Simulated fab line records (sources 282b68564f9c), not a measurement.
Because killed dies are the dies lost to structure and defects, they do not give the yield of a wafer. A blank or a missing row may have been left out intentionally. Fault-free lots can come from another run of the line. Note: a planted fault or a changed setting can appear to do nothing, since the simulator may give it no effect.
Check for tools in common ; flow rit_cmos ; Sampled: 14 lots, 42 wafers

## REASON IT WAS OPENED
Of 14 lots, 2 have the reading PLDD_TW flagged at RIT_PLDD_TW_MEAS_10. Wafers without a fault read 2338, standard deviation 22.
Rule: a lot is flagged in two cases, either no wafer of it has a number, or all its wafers with numbers fall more than 4 standard deviations from that mean. All remaining lots are regarded as sound.

lot;measured;on;PLDD_TW, wafer by wafer;flag
L481;day 3 06:13;film_metro-04;2329 2340 2343;
L483;day 3 14:36;film_metro-02;2311 2292 2298;
L484;day 3 19:43;film_metro-01;2358 2350 2353;
L485;day 4 03:13;film_metro-01;2366 2362 2355;
L486;day 4 06:43;film_metro-01;2365 2360 2353;
L487;day 4 11:45;film_metro-02;2307 2298 2309;
L488;day 4 18:40;film_metro-04;2336 2341 2335;
L489;day 4 19:04;film_metro-04;2330 2349 2340;
L491;day 5 02:04;film_metro-04;2355 2349 2357;
L492;day 5 08:43;film_metro-01;2360 2346 2358;
L496;day 6 06:40;film_metro-01;2723 2738 2732;FLAGGED
L499;day 6 22:55;film_metro-04;2697 2707 2688;FLAGGED
L502;day 7 21:19;film_metro-01;2348 2355 2351;
L504;day 8 05:48;film_metro-04;2327 2332 2325;
Average over the flagged lots: 2714; offset from the usual +376, equal to +17 standard deviations.

## WHICH TOOL EACH LOT WENT THROUGH
The record holds 1 process step before the reading, out of a route of 202 steps. Cell contents, in order: the tool; ch with the chambers the sampled wafers went through; the start.
lot;flag;RIT_PLDD_IMPLANT_08
L481;;implanter-03 ch 0, day 3 05:54
L483;;implanter-01 ch 0, day 3 14:17
L484;;implanter-02 ch 0, day 3 19:24
L485;;implanter-02 ch 0, day 4 02:54
L486;;implanter-02 ch 0, day 4 06:25
L487;;implanter-01 ch 0, day 4 11:26
L488;;implanter-02 ch 0, day 4 18:21
L489;;implanter-01 ch 0, day 4 18:46
L491;;implanter-03 ch 0, day 5 01:47
L492;;implanter-03 ch 0, day 5 08:25
L496;FLAGGED;implanter-03 ch 0, day 6 06:20
L499;FLAGGED;implanter-03 ch 0, day 6 22:35
L502;;implanter-01 ch 0, day 7 21:00
L504;;implanter-02 ch 0, day 8 05:29
What these steps do:
- RIT_PLDD_IMPLANT_08
- RIT_PLDD_TW_MEAS_10

## FLAGGED AGAINST TOTAL, ONE TOOL AT A TIME (gauges that did the reading follow at the end)
step;tool;lots run;flagged;share of the flagged lots;sound lots run after its first flagged lot
RIT_PLDD_IMPLANT_08;implanter-01;4;0;none;-
RIT_PLDD_IMPLANT_08;implanter-02;5;0;none;-
RIT_PLDD_IMPLANT_08;implanter-03;5;2;all;0
RIT_PLDD_TW_MEAS_10;film_metro-01;6;1;some;1 (L502)
RIT_PLDD_TW_MEAS_10;film_metro-02;2;0;none;-
RIT_PLDD_TW_MEAS_10;film_metro-04;6;1;some;1 (L504)

## WHAT THE TABLE PERMITS
All flagged lots share 1 row of the table, namely implanter-03 at RIT_PLDD_IMPLANT_08.
- implanter-03 at RIT_PLDD_IMPLANT_08 ran 5 lots, 2 of them flagged. A fault beginning between L492 (day 5 08:25), its last sound lot, and L496 (day 6 06:20), its first flagged one, fits the data. Its own readings lie more than 4 standard deviations out on every wafer of the flagged lots: dose_ions_cm2, faraday_current_uA.
implanter-03 at RIT_PLDD_IMPLANT_08 is the single tool remaining.

## WHAT THE SIMULATOR PUT IN
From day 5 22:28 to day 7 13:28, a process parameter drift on implanter-03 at RIT_PLDD_IMPLANT_08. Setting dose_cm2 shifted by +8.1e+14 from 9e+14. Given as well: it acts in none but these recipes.
Lots struck among those shown: L496, L499. Same finding as the rule above.
